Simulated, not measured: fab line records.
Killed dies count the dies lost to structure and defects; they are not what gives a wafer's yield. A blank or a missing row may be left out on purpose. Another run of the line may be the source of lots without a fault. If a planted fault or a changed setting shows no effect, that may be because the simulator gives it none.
A struck lot beside a sound one | flow rit_cmos | 45 out of 202 route steps
Sound: these wafers, L884.1, L884.3, L884.6. Wafers struck: L893.3, L893.5, L893.6. Last of all comes the cause.
Each step with rows lists, per side, the tool, then ch with its chambers, then its first start. Under that, the readings that differ: sound wafers | struck wafers | difference of the means | sigmas: that difference in standard deviations of wafers without a fault.
alike: readings with means less than 2 such deviations apart, plus words and numbers identical on both sides. not compared: withheld readings, readings lacking a value on some wafer, bounds such as >300 that could conceal the same value, and numbers that have no deviation in the record and whose values overlap.
Wherever a step has rows on one side only, a row that says differs or no value, or a row with sigmas, the two part there. When numbers do not overlap yet have no deviation, they are printed without sigmas and do not part them. A reading missing from all wafers of one side parts the sides only when that side holds two or more wafers.

first, 1 step without rows for these wafers: RIT_ACTIVE_DEVELOP_10 (develop time 50 s).
RIT_ACTIVE_CD_MEAS_11: target cd 1400 nm.
  sound: cd_sem-02 at day 3 17:55; struck: cd_sem-02 at day 5 13:46
  reading    | sound                | struck               | difference | sigmas
  cd_nm (nm) | 1404.3 1402.5 1404.7 | 1397.0 1398.4 1397.5 | -6.2       | -2
then, 1 step without rows for these wafers: RIT_ACTIVE_HARDBAKE_12 (time 60 s).
RIT_ACTIVE_ETCH_13: etches Si3N4 in SF6, stops on SiO2, time 210 s, target depth 210 nm.
  sound on rie_diel-04 ch 2,3, day 3 18:11; struck on rie_diel-04 ch 0,2,3, day 5 13:59
  alike: drypump_motor_current_A, oes_product_au, rf_fwd_power_W, throttle_valve_pct
  not compared: rf_hours_counter_h
RIT_ACTIVE_STRIP_14: strips in O2, time 180 s.
  sound on plasma_asher-01 ch 0, day 3 18:19; struck on plasma_asher-01 ch 0,1, day 5 14:11
  alike: drypump_motor_current_A
  not compared: rf_hours_counter_h
RIT_ACTIVE_CD_MEAS_90: target cd 1400 nm.
  sound: cd_sem-01 at day 3 18:30; struck: cd_sem-02 at day 5 14:20
  reading    | sound                | struck               | difference | sigmas
  cd_nm (nm) | 1404.5 1402.4 1404.3 | 1396.5 1398.9 1397.6 | -6.1       | -2
then, 4 steps without rows for these wafers: RIT_ACTIVE_CLEAN_15 (cleans in SC1, time 600 s); RIT_ACTIVE_CLEAN_16 (cleans in dHF, time 30 s); RIT_ACTIVE_CLEAN_17 (cleans in SC2, time 600 s); RIT_FOX1_OXIDATION_00 (target thk 350.7 nm, ox time 1130 s).
RIT_FOX1_THK_MEAS_01:
  sound: film_metro-03 at day 3 20:22; struck: film_metro-02 at day 5 17:19
  alike: FOX1_OXIDE_THK
then, 1 step without rows for these wafers: RIT_FOX1_WET_ETCH_02 (etches SiO2 in BOE, target depth 350 nm, time 390 s).
RIT_FOX2_OXIDATION_00: target thk 350.7 nm, ox time 1130 s.
  sound on furnace-04 ch 0, day 3 20:37; struck on furnace-04 ch 0, day 5 17:30
  reading                                     | sound                | struck               | difference | sigmas
  spike_tc_centre_C (C)                       | 1102.1 1099.7 1102.4 | 1189.3 1188.1 1189.2 | +87.5      | +89
  spike_tc_load_C (C)                         | 1128 1128 1127       | 1215 1215 1215       | +87        | +28
  spike_tc_source_C (C)                       | 1124 1126 1122       | 1211 1211 1212       | +87        | +26
  tube_center_temp_C (C)                      | 1100.1 1099.9 1099.9 | 1186.4 1186.4 1186.4 | +86.4      | +99 or more
  tube_center_temp_C_max                      | 1102.8 1102.4 1103.0 | 1189.1 1189.4 1188.7 | +86.3      | +99 or more
  zone_power_load_pct (%)                     | 47.8 46.4 47.4       | 55.2 55.2 55.8       | +8.2       | +5
  zone_power_source_pct (%)                   | 39.9 39.6 39.8       | 46.5 46.7 47.0       | +7.0       | +4
  model.SiO2_of_FOX2_OXIDATION_00.thk_nm (nm) | 349.7 354.7 354      | 481.5 479.3 482.5    | +128.3     |
  not compared: model.Si3N4_of_ACTIVE_CVD_03.thk_nm
RIT_FOX2_THK_MEAS_01:
  sound: film_metro-03 at day 3 21:56; struck: film_metro-03 at day 5 18:50
  reading             | sound       | struck      | difference | sigmas
  FOX2_OXIDE_THK (nm) | 350 355 354 | 481 479 483 | +128       | +25
RIT_FOX2_CLEAN_02: cleans in dHF, time 180 s.
  sound on wet_bench-01 ch 2, day 3 21:59; struck on wet_bench-03 ch 2, day 5 18:53
  not compared: model.Si3N4_of_ACTIVE_CVD_03.thk_nm
then, 1 step without rows for these wafers: RIT_FOX2_WET_ETCH_03 (etches Si3N4 in H3PO4, target depth 195 nm, time 2700 s).
RIT_FOX2_THK_MEAS_90:
  sound: film_metro-03 at day 3 22:49; struck: film_metro-04 at day 5 19:47
  reading                     | sound       | struck      | difference | sigmas
  FIELD_OXIDE_LEFT_1_THK (nm) | 322 327 327 | 454 451 454 | +128       | +24
then, 6 steps without rows for these wafers: RIT_NWELL_HMDS_00 (prime time 60 s); RIT_NWELL_COAT_01 (resist thk 1300 nm); RIT_NWELL_SOFTBAKE_02 (time 60 s); RIT_NWELL_EXPOSE_03 (exposes mask M2, target cd 43900 nm); RIT_NWELL_PEB_04; RIT_NWELL_DEVELOP_05 (develop time 68 s).
RIT_NWELL_OVL_MEAS_06:
  sound: overlay-01 at day 3 23:52; struck: overlay-02 at day 5 20:55
  reading        | sound       | struck       | difference | sigmas
  NWELL_OVL (nm) | 2.5 3.8 2.8 | -0.3 0.4 0.4 | -2.9       | -2
then, 2 steps without rows for these wafers: RIT_NWELL_HARDBAKE_07 (time 120 s); RIT_NWELL_IMPLANT_08.
RIT_NWELL_STRIP_09: strips in O2, time 180 s.
  sound on plasma_asher-03 ch 0, day 4 00:19; struck on plasma_asher-03 ch 0,1, day 5 21:30
  alike: drypump_motor_current_A
  not compared: rf_hours_counter_h
RIT_NWELL_TW_MEAS_10:
  sound: film_metro-04 at day 4 00:29; struck: film_metro-01 at day 5 21:38
  alike: NWELL_TW
then, 6 steps without rows for these wafers: RIT_PWELL_HMDS_00 (prime time 60 s); RIT_PWELL_COAT_01 (resist thk 1300 nm); RIT_PWELL_SOFTBAKE_02 (time 60 s); RIT_PWELL_EXPOSE_03 (exposes mask M3, target cd 43700 nm); RIT_PWELL_PEB_04; RIT_PWELL_DEVELOP_05 (develop time 68 s).
RIT_PWELL_OVL_MEAS_06:
  sound: overlay-02 at day 4 01:33; struck: overlay-01 at day 5 22:38
  alike: PWELL_OVL
then, 2 steps without rows for these wafers: RIT_PWELL_HARDBAKE_07 (time 120 s); RIT_PWELL_IMPLANT_08.
RIT_PWELL_STRIP_09: strips in O2, time 180 s.
  sound on plasma_asher-03 ch 0,1, day 4 01:59; struck on plasma_asher-03 ch 0,1, day 5 23:07
  alike: drypump_motor_current_A
  not compared: rf_hours_counter_h
RIT_PWELL_TW_MEAS_10:
  sound: film_metro-03 at day 4 02:10; struck: film_metro-01 at day 5 23:15
  alike: PWELL_TW
then, 1 step without rows for these wafers: RIT_WELLDRIVE_ANNEAL_00 (time 14700 s).
RIT_WELLDRIVE_RS_MEAS_01: the measuring method here is four-point-probe.
  sound: film_metro-04 at day 4 09:28; struck: film_metro-03 at day 6 04:51
  alike: NWELL_RS
RIT_WELLDRIVE_RS_MEAS_02: the measuring method here is four-point-probe.
  sound: film_metro-04 at day 4 09:35; struck: film_metro-03 at day 6 04:58
  alike: PWELL_RS
RIT_FOX2_THK_MEAS_91:
  sound: film_metro-03 at day 4 13:14; struck: film_metro-03 at day 6 09:04
  reading                     | sound       | struck      | difference | sigmas
  FIELD_OXIDE_LEFT_2_THK (nm) | 255 260 259 | 386 383 387 | +127       | +23
RIT_SILICIDE_WET_ETCH_00: etches SiO2 in BOE, target depth 14 nm, time 15 s.
  sound on wet_bench-03 ch 3, day 5 10:25; struck on wet_bench-04 ch 0, day 7 06:44
  reading                                     | sound         | struck            | difference | sigmas
  model.SiO2_of_FOX2_OXIDATION_00.thk_nm (nm) | 151 156.7 155 | 281.8 279.7 283.3 | +127.4     |
RIT_M1_PROBE_99:
  sound: prober-01 at day 6 08:30; struck: prober-02 at day 7 13:41
  alike: killed_at_M0_to_M3, killed_at_contacts, killed_at_front_end, killed_dies, killed_open, killed_short

## WHERE THEY PART
Earliest at RIT_ACTIVE_CD_MEAS_11; latest, in this record, at RIT_FOX2_THK_MEAS_91. Later steps at which nothing parts them and some readings are alike: RIT_M1_PROBE_99.

WHY: the cause the simulator had injected
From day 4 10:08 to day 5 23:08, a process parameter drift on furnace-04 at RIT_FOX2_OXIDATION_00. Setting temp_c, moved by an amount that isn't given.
